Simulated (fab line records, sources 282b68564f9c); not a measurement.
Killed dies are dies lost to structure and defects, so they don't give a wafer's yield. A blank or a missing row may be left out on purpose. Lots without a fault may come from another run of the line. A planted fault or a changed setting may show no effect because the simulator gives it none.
Which tool did it? | flow rit_cmos | 14 lots, 42 wafers sampled, at 5 steps of a route of 202

WHAT THE GAUGES READ, wafer by wafer
The record holds no reading of a measuring or inspecting step that can be judged against a usual standard deviation.

WHICH TOOL RAN EACH LOT (tool, then ch and the chambers of the sampled wafers, then the start)
lot  | RIT_GATE_ETCH_19                | RIT_PLDD_STRIP_09                   | RIT_NSD_STRIP_09                    | RIT_SDANNEAL_RTA_03             | RIT_M1_PROBE_99
L703 | rie_si-01 ch 0,1,2, day 3 00:04 | plasma_asher-04 ch 0,1, day 3 07:07 | plasma_asher-03 ch 0,1, day 3 12:27 | rtp_anneal-02 ch 0, day 3 14:37 | -
L705 | rie_si-01 ch 1,3, day 3 10:28   | plasma_asher-02 ch 0,1, day 3 16:50 | plasma_asher-01 ch 0,1, day 3 22:36 | rtp_anneal-02 ch 0, day 4 00:47 | -
L706 | rie_si-02 ch 0,1,2, day 3 17:20 | plasma_asher-04 ch 0,1, day 4 00:35 | plasma_asher-03 ch 0,1, day 4 04:39 | rtp_anneal-01 ch 0, day 4 06:52 | -
L707 | rie_si-01 ch 1,3, day 3 17:37   | plasma_asher-02 ch 0, day 4 00:46   | plasma_asher-03 ch 0,1, day 4 05:46 | rtp_anneal-02 ch 0, day 4 08:10 | prober-01, day 4 16:02
L708 | rie_si-02 ch 1,2, day 3 20:22   | plasma_asher-02 ch 0,1, day 4 03:56 | plasma_asher-03 ch 0, day 4 08:15   | rtp_anneal-01 ch 0, day 4 10:29 | -
L709 | rie_si-01 ch 0,1,3, day 4 06:13 | plasma_asher-04 ch 0,1, day 4 12:14 | plasma_asher-04 ch 0,1, day 4 17:14 | rtp_anneal-02 ch 0, day 4 19:17 | -
L710 | rie_si-02 ch 0,1, day 4 07:15   | plasma_asher-04 ch 0,1, day 4 13:50 | plasma_asher-01 ch 0,1, day 4 17:55 | rtp_anneal-01 ch 0, day 4 20:03 | -
L712 | rie_si-02 ch 2,3, day 4 22:35   | plasma_asher-01 ch 0,1, day 5 05:01 | plasma_asher-03 ch 1, day 5 09:04   | rtp_anneal-01 ch 0, day 5 11:31 | prober-02, day 5 19:23
L713 | rie_si-01 ch 1,3, day 5 00:38   | plasma_asher-02 ch 0,1, day 5 07:25 | plasma_asher-03 ch 0,1, day 5 12:25 | rtp_anneal-02 ch 0, day 5 14:49 | prober-01, day 5 22:11
L714 | rie_si-02 ch 0,1,2, day 5 02:16 | plasma_asher-02 ch 0,1, day 5 09:07 | plasma_asher-03 ch 0,1, day 5 13:25 | rtp_anneal-01 ch 0, day 5 15:39 | prober-02, day 5 23:41
L716 | rie_si-02 ch 0,2,3, day 5 14:11 | plasma_asher-01 ch 0,1, day 5 23:46 | plasma_asher-03 ch 0,1, day 6 03:49 | rtp_anneal-01 ch 0, day 6 06:02 | prober-02, day 6 13:25
L718 | rie_si-02 ch 0,1, day 6 04:52   | plasma_asher-04 ch 0,1, day 6 10:58 | plasma_asher-03 ch 0,1, day 6 15:01 | rtp_anneal-01 ch 0, day 6 17:04 | prober-02, day 7 00:38
L720 | rie_si-02 ch 0,1, day 6 14:11   | plasma_asher-02 ch 0,1, day 6 21:14 | plasma_asher-04 ch 0,1, day 7 01:10 | rtp_anneal-01 ch 0, day 7 03:13 | prober-02, day 7 10:47
L725 | rie_si-01 ch 1,2, day 7 19:56   | plasma_asher-02 ch 0,1, day 8 05:55 | plasma_asher-01 ch 0,1, day 8 09:57 | rtp_anneal-02 ch 0, day 8 11:59 | -
- RIT_GATE_ETCH_19: etches poly-Si in SF6/CHF3/O2, stops on SiO2, time 165 s, target depth 312.5 nm.
- RIT_PLDD_STRIP_09: strips in O2, time 180 s.
- RIT_NSD_STRIP_09: strips in O2, time 180 s.
- RIT_SDANNEAL_RTA_03: time 5 s.
- RIT_M1_PROBE_99

WHAT THE TOOLS THEMSELVES READ (means of the sampled wafers that have a number; where no wafer has one, the mark that the record gives instead)
RIT_GATE_ETCH_19.
lot  | tool      | drypump_motor_current_A (A) | oes_product_au (a.u.) | rf_fwd_power_W (W) | throttle_valve_pct (%)
L703 | rie_si-01 | 5.55                        | 0.848                 | 159.6              | 10.42
L705 | rie_si-01 | 5.75                        | 0.852                 | 159.5              | 10.11
L706 | rie_si-02 | 5.34                        | 0.827                 | 159.0              | 10.30
L707 | rie_si-01 | 5.74                        | 0.868                 | 160.0              | 10.27
L708 | rie_si-02 | 5.51                        | 0.836                 | 159.7              | 10.35
L709 | rie_si-01 | 5.59                        | 0.851                 | 159.6              | 10.25
L710 | rie_si-02 | 5.26                        | 0.834                 | 158.9              | 10.24
L712 | rie_si-02 | 5.62                        | 0.841                 | 159.6              | 10.39
L713 | rie_si-01 | 5.72                        | 0.860                 | 160.1              | 10.11
L714 | rie_si-02 | 5.34                        | 0.838                 | 159.5              | 10.29
L716 | rie_si-02 | 5.44                        | 0.831                 | 159.5              | 10.35
L718 | rie_si-02 | 5.17                        | 0.838                 | 133.7              | 10.24
L720 | rie_si-02 | 5.16                        | 0.828                 | 133.6              | 10.23
L725 | rie_si-01 | 5.66                        | 0.863                 | 159.7              | 10.43

RIT_PLDD_STRIP_09.
lot  | tool            | drypump_motor_current_A (A)
L703 | plasma_asher-04 | 6.0
L705 | plasma_asher-02 | 5.6
L706 | plasma_asher-04 | 6.0
L707 | plasma_asher-02 | 6.5
L708 | plasma_asher-02 | 5.6
L709 | plasma_asher-04 | 6.2
L710 | plasma_asher-04 | 6.0
L712 | plasma_asher-01 | 5.1
L713 | plasma_asher-02 | 5.5
L714 | plasma_asher-02 | 6.0
L716 | plasma_asher-01 | 5.2
L718 | plasma_asher-04 | 6.0
L720 | plasma_asher-02 | 6.0
L725 | plasma_asher-02 | 6.0

RIT_NSD_STRIP_09.
lot  | tool            | drypump_motor_current_A (A)
L703 | plasma_asher-03 | 5.9
L705 | plasma_asher-01 | 5.1
L706 | plasma_asher-03 | 5.8
L707 | plasma_asher-03 | 5.8
L708 | plasma_asher-03 | 6.1
L709 | plasma_asher-04 | 6.2
L710 | plasma_asher-01 | 5.1
L712 | plasma_asher-03 | 5.7
L713 | plasma_asher-03 | 6.0
L714 | plasma_asher-03 | 5.8
L716 | plasma_asher-03 | 5.8
L718 | plasma_asher-03 | 5.9
L720 | plasma_asher-04 | 6.2
L725 | plasma_asher-01 | 5.1

RIT_SDANNEAL_RTA_03.
lot  | tool          | chamber_o2_ppm | wafer_temp_C_max
L703 | rtp_anneal-02 | 1.983          | 1054.1
L705 | rtp_anneal-02 | 1.993          | 1053.3
L706 | rtp_anneal-01 | 2.014          | 1053.3
L707 | rtp_anneal-02 | 2.018          | 1054.1
L708 | rtp_anneal-01 | 2.017          | 1053.2
L709 | rtp_anneal-02 | 2.015          | 1051.9
L710 | rtp_anneal-01 | 2.006          | 1054.4
L712 | rtp_anneal-01 | 1.983          | 1053.0
L713 | rtp_anneal-02 | 1.984          | 1053.6
L714 | rtp_anneal-01 | 2.007          | 1052.7
L716 | rtp_anneal-01 | 1.997          | 1053.6
L718 | rtp_anneal-01 | 2.015          | 1053.6
L720 | rtp_anneal-01 | 2.052          | 1052.7
L725 | rtp_anneal-02 | 2.020          | 1054.8

RIT_M1_PROBE_99.
lot  | tool      | killed_at_M0_to_M3 | killed_at_contacts | killed_at_front_end | killed_dies | killed_on_rim | killed_open | killed_short
L707 | prober-01 | 0.0                | 0.3                | 4                   | 5           | 1.0           | 1.3         | 3.3
L712 | prober-02 | 0.0                | 0.0                | 9                   | 9           | 1.7           | 5.7         | 3.3
L713 | prober-01 | 0.3                | 0.0                | 4                   | 5           | 2.3           | 2.3         | 2.3
L714 | prober-02 | 0.3                | 0.0                | 6                   | 7           | 3.0           | 2.3         | 4.3
L716 | prober-02 | 0.0                | 0.0                | 5                   | 5           | 1.3           | 2.0         | 3.0
L718 | prober-02 | 0.0                | 0.0                | 31                  | 31          | 21.0          | 2.7         | 1.3
L720 | prober-02 | 0.0                | 0.0                | 12                  | 12          | 6.3           | 3.0         | 3.0

THE ANSWER, worked out from the rows above alone
Rule: what is usual is taken from the lots themselves. Put in order of their means at a reading, lots are off if they are a third of the lots or fewer, leave a main group of 4 or more, and stand apart from it by a gap of 3 or more times the standard deviation of the main group's means; of several such gaps the widest counts. A main group whose means are all the same, to the digits that the tables above print for the reading, isn't used. A lot without any number at a reading at which 4 lots or more have one is off too. The other lots that the step has rows for count as sound. The gauges are gone through in route order, then the tools' own readings, and for those a lot's mean is taken as printed above. The first step at which some lot is off is used, and at that step the reading that is off furthest; a lot without a number counts as furthest.
Off: L718, L720, at RIT_GATE_ETCH_19 (rf_fwd_power_W). The main group: mean 159.6 W, standard deviation 0.33.
A tool fits if, at that step or a process step before it, it ran every lot that is off, and no sound lot after the first of them. One fits: rie_si-02 at RIT_GATE_ETCH_19. Its last sound lot is L716 (day 5 14:11), its first lot that is off L718 (day 6 04:52): a fault that began between those two fits.
The tool's own readings at RIT_GATE_ETCH_19 bear it out: on the lots that are off they differ by more than 5 times the standard deviation of the sound lots' means. rf_fwd_power_W reads 133.6 W there against 159.6 W on the sound lots.

WHAT THE SIMULATOR HAD PUT IN
Process parameter drift: rie_si-02, from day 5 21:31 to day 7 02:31, at RIT_GATE_ETCH_19. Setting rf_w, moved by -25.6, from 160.
Lots struck among those shown: L718, L720. The rule above found the same.
